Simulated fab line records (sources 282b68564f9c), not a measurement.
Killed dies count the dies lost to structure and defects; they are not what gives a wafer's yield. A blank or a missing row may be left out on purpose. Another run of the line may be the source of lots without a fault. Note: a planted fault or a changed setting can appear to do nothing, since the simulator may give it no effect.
fab line records -- flow rit_cmos
[record] lots = 13, wafers = 39, last_day = 7
route steps=202 shown M1@196
lots with no fault: from the same line, run without faults
start_h: hours from the record's first day to the start of the lot's first wafer shown -- wait_h: how many hours have passed since the lot's step before this one -- " the same as in the row above -- L1.1+2: one row covering several wafers at once -- - value missing, or start not given -- * or withheld: withheld -- < > ~ a bound
route shown NAME@n: a module of which the file shows steps, and the number in the route of the first -- usual: mean and standard deviation over wafers with no fault -- same: alike in all rows -- chamber/n: place in a boat -- sites: readings site by site -- _std_site: standard deviation of those values -- _edge_site: outer sites' mean less inner sites' -- radius_mm: how far each site lies from the wafer's centre -- mask NAME#n: copy n -- behind: the last tool/chamber to shape the wafer -- hold: why the lot was held/for how many hours/how that ended -- device: transistor that didn't switch, given as n, p or np -- end of line: the route-end tests of the same wafers -- step lacking rows: just its recipe -- killed: at the first sort, the dies lost to defects and structure; wafer yield is something else -- map: a wafer's dies, marking killed ones x, the rest . and places with no die _
set.NAME: the setting that was run; set.NAME@STEP: the one run at that earlier step -- model.NAME: the simulator's own value behind a step, which no gauge read
route steps across a sampled set of lots; one table per step, one row per wafer
services: from which hour (start_h, from the record's first day; less than 0 if before it) a tool's chamber was out of use, for how many hours, and why
[[steps]]
[step RIT_M1_METAL_ETCH_12]
[recipe] stop_on = SiO2, chemistry = Cl2/BCl3, target = Al, time_s = 165, over_etch_frac = 0.5, pressure_mtorr = 100, target_depth_a = 6000, rf_w = 250, Cl2_flow_sccm = 60, bcl3_flow_sccm = 50
[usual] drypump_motor_current_A = 5.7/0.35, oes_product_au = 0.776/0.011, throttle_valve_pct = 8.26/0.1
lot.wafer,tool,chamber,start_h,wait_h,drypump_motor_current_A,oes_product_au,rf_hours_counter_h,throttle_valve_pct
L418.4,rie_metal-02,1,55.53,0.1,5.4,0.765,-,8.17
L418.5,rie_metal-02,1,55.53,0.1,5.4,0.761,-,8.17
L418.6,rie_metal-02,0,55.53,0.1,6.1,0.782,-,8.24
L419.3,rie_metal-04,1,62.02,0.2,5.2,0.776,-,8.38
L419.5,rie_metal-04,0,62.02,0.2,5.8,0.763,-,8.11
L419.6,rie_metal-04,1,62.02,0.2,5.1,0.788,-,8.38
L420.2,rie_metal-01,1,67.28,0.2,6.0,0.782,4,8.38
L420.4,rie_metal-01,0,67.28,0.2,6.0,0.785,-,8.27
L420.5,rie_metal-01,1,67.28,0.2,6.0,0.783,-,8.38
L423.3,rie_metal-01,1,81.14,0.2,6.0,0.794,-,8.40
L423.4,rie_metal-01,0,81.14,0.2,6.0,0.774,-,8.27
L423.5,rie_metal-01,1,81.14,0.2,6.0,0.784,-,8.40
L424.2,rie_metal-02,1,84.66,0.2,5.4,0.764,35,8.16
L424.3,rie_metal-02,0,84.66,0.2,6.1,0.791,-,8.23
L424.5,rie_metal-02,1,84.66,0.2,5.4,0.768,-,8.16
L425.2,rie_metal-04,0,89.28,0.2,5.8,0.755,1,8.07
L425.3,rie_metal-04,1,89.28,0.2,5.2,0.771,-,8.39
L425.6,rie_metal-04,1,89.28,0.2,5.2,0.775,-,8.39
L426.1,rie_metal-01,1,95.87,0.2,6.0,0.793,5,8.37
L426.2,rie_metal-01,0,95.87,0.2,6.0,0.789,4,8.27
L426.4,rie_metal-01,0,95.87,0.2,6.0,0.795,-,8.26
L427.2,rie_metal-02,0,100.15,0.2,6.1,0.787,38,8.24
L427.3,rie_metal-02,1,100.15,0.2,5.4,0.758,-,8.17
L427.5,rie_metal-02,0,100.15,0.2,6.1,0.782,-,8.26
L433.1,rie_metal-02,0,134.51,0.2,6.1,0.781,39,8.23
L433.3,rie_metal-02,0,134.51,0.2,6.1,0.779,-,8.24
L433.4,rie_metal-02,1,134.51,0.2,5.4,0.754,-,8.17
L437.3,rie_metal-01,0,154.37,0.2,6.0,0.783,-,8.27
L437.5,rie_metal-01,1,154.37,0.2,6.0,0.786,-,8.37
L437.6,rie_metal-01,0,154.37,0.2,6.0,0.787,-,8.26
L438.2,rie_metal-02,0,158.89,0.2,6.1,0.775,0,8.24
L438.4,rie_metal-02,1,158.89,0.2,5.4,0.764,-,8.16
L438.5,rie_metal-02,1,158.89,0.2,5.4,0.770,-,8.18
L439.1,rie_metal-04,0,162.79,0.2,5.8,0.773,2,8.08
L439.4,rie_metal-04,0,162.79,0.2,5.8,0.769,-,8.10
L439.6,rie_metal-04,0,162.79,0.2,5.8,0.765,-,8.10
L441.4,rie_metal-02,0,170.28,0.1,6.1,0.780,-,8.24
L441.5,rie_metal-02,1,170.28,0.1,5.4,0.776,-,8.16
L441.6,rie_metal-02,0,170.28,0.1,6.1,0.773,-,8.24
[step RIT_M1_CD_MEAS_90]
[recipe] target_cd_nm = 2600
[usual] cd_nm = 2601.1/2.4
lot.wafer,tool,chamber,start_h,wait_h,cd_nm
L418.4,cd_sem-02,-,56.05,0.1,2597.7
L418.5,cd_sem-02,-,56.05,0.1,2596.2
L418.6,cd_sem-02,-,56.05,0.1,2595.6
L419.3,cd_sem-02,-,62.53,0.1,2604.2
L419.5,cd_sem-02,-,62.53,0.1,2600.9
L419.6,cd_sem-02,-,62.53,0.1,2603.7
L420.2,cd_sem-01,-,67.82,0.1,2601.2
L420.4,cd_sem-01,-,67.82,0.1,2602.1
L420.5,cd_sem-01,-,67.82,0.1,2601.4
L423.3,cd_sem-02,-,81.64,0.1,2603.7
L423.4,cd_sem-02,-,81.64,0.1,2606.5
L423.5,cd_sem-02,-,81.64,0.1,2603.7
L424.2,cd_sem-01,-,85.24,0.1,2600.7
L424.3,cd_sem-01,-,85.24,0.1,2601.5
L424.5,cd_sem-01,-,85.24,0.1,2601.2
L425.2,cd_sem-02,-,89.81,0.1,2604.8
L425.3,cd_sem-02,-,89.81,0.1,2601.6
L425.6,cd_sem-02,-,89.81,0.1,2603.6
L426.1,cd_sem-01,-,96.38,0.1,2601.4
L426.2,cd_sem-01,-,96.38,0.1,2598.4
L426.4,cd_sem-01,-,96.38,0.1,2599.7
L427.2,cd_sem-01,-,100.73,0.1,2601.9
L427.3,cd_sem-01,-,100.73,0.1,2600.4
L427.5,cd_sem-01,-,100.73,0.1,2598.9
L433.1,cd_sem-02,-,135.02,0.1,2597.1
L433.3,cd_sem-02,-,135.02,0.1,2598.5
L433.4,cd_sem-02,-,135.02,0.1,2600.3
L437.3,cd_sem-02,-,154.87,0.1,2590.9
L437.5,cd_sem-02,-,154.87,0.1,2598.6
L437.6,cd_sem-02,-,154.87,0.1,2591.0
L438.2,cd_sem-01,-,159.42,0.1,2601.0
L438.4,cd_sem-01,-,159.42,0.1,2601.6
L438.5,cd_sem-01,-,159.42,0.1,2602.5
L439.1,cd_sem-02,-,163.30,0.1,2601.7
L439.4,cd_sem-02,-,163.30,0.1,2600.9
L439.6,cd_sem-02,-,163.30,0.1,2601.5
L441.4,cd_sem-02,-,170.80,0.1,2601.7
L441.5,cd_sem-02,-,170.80,0.1,2601.5
L441.6,cd_sem-02,-,170.80,0.1,2601.0
[step RIT_M1_PROBE_99]
[usual] defect_limited_yield = 97.3/1.1, killed_at_contacts = 0.1/0.25, killed_at_front_end = 7.1/2.9, killed_dies = 7.2/2.9, killed_open = 3.6/1.9, killed_short = 3.5/1.9, sort_bin_3_pad_short = 0.1/0.22, sort_bin_5_function = 1.5/0.77, sort_bin_6_memory = 1.1/0.67, sort_n_pass = 256.8/2.9, sort_yield_pct = 97.3/1.1
[same] gross_dies = 264, killed_at_M0_to_M3 = 0, killed_at_M4_up = 0, killed_at_back_side = 0, killed_at_other = 0
lot.wafer,tool,chamber,start_h,wait_h,defect_limited_yield[%],killed_at_contacts,killed_at_front_end,killed_dies,killed_open,killed_short,sort_bin_3_pad_short[%],sort_bin_5_function[%],sort_bin_6_memory[%],sort_n_pass,sort_yield_pct[%]
L441.4,prober-01,-,172.63,0.2,96.6,0,9,9,4,5,0,1.5,1.9,255.0,96.6
L441.5,prober-01,-,172.68,0.2,96.6,0,9,9,3,6,0.4,0.8,2.3,255.0,96.6
L441.6,prober-01,-,172.73,0.2,97.7,0,6,6,2,4,0,1.1,1.1,258.0,97.7
// killed by level:class
L441.4 SILICIDE:geometric_particle:open=2 FOX2:geometric_particle:open=1 FOX2:geometric_particle:short=1 GATE:geometric_particle:open=1 GATE:geometric_particle:short=1 REOX:geometric_particle:short=1 SPACER:geometric_particle:short=1 SILICIDE:geometric_particle:short=1
L441.5 GATE:geometric_particle:open=2 GATE:geometric_particle:short=2 REOX:geometric_particle:short=2 ACTIVE:geometric_particle:open=1 FOX1:geometric_particle:short=1 SILICIDE:geometric_particle:short=1
L441.6 FOX1:geometric_particle:short=1 FOX2:geometric_particle:short=1 GATE:geometric_particle:short=1 GATE:geometric_particle:open=1 SPACER:geometric_particle:open=1 SILICIDE:geometric_particle:short=1
[[services]]
tool,chamber,start_h,hours,kind
rie_metal-02,0,34.19,9.9,repair
rie_metal-02,-,136.12,20.0,pm
rie_metal-02,0,136.12,20.0,vent_cycle
rie_metal-02,1,136.12,20.0,vent_cycle
rie_metal-02,0,156.12,-,clean
rie_metal-02,1,156.12,-,clean
[[key]]
[first_sign] step = RIT_M1_CD_MEAS_90, reading = cd_nm, direction = down, sigmas = 4.2, usual = 2601.1, struck = 2590.9
effect none on later readings
met_at RIT_M1_METAL_ETCH_12
struck_lots L437
struck_wafers L437.3,L437.6
onset_between 95.87 154.37
[fault] kind = process_parameter_drift, tool = rie_metal-01, chamber = 0, onset_h = 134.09, steps = RIT_M1_METAL_ETCH_12, channel = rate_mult, offset = 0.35, shape = step, end_h = 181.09
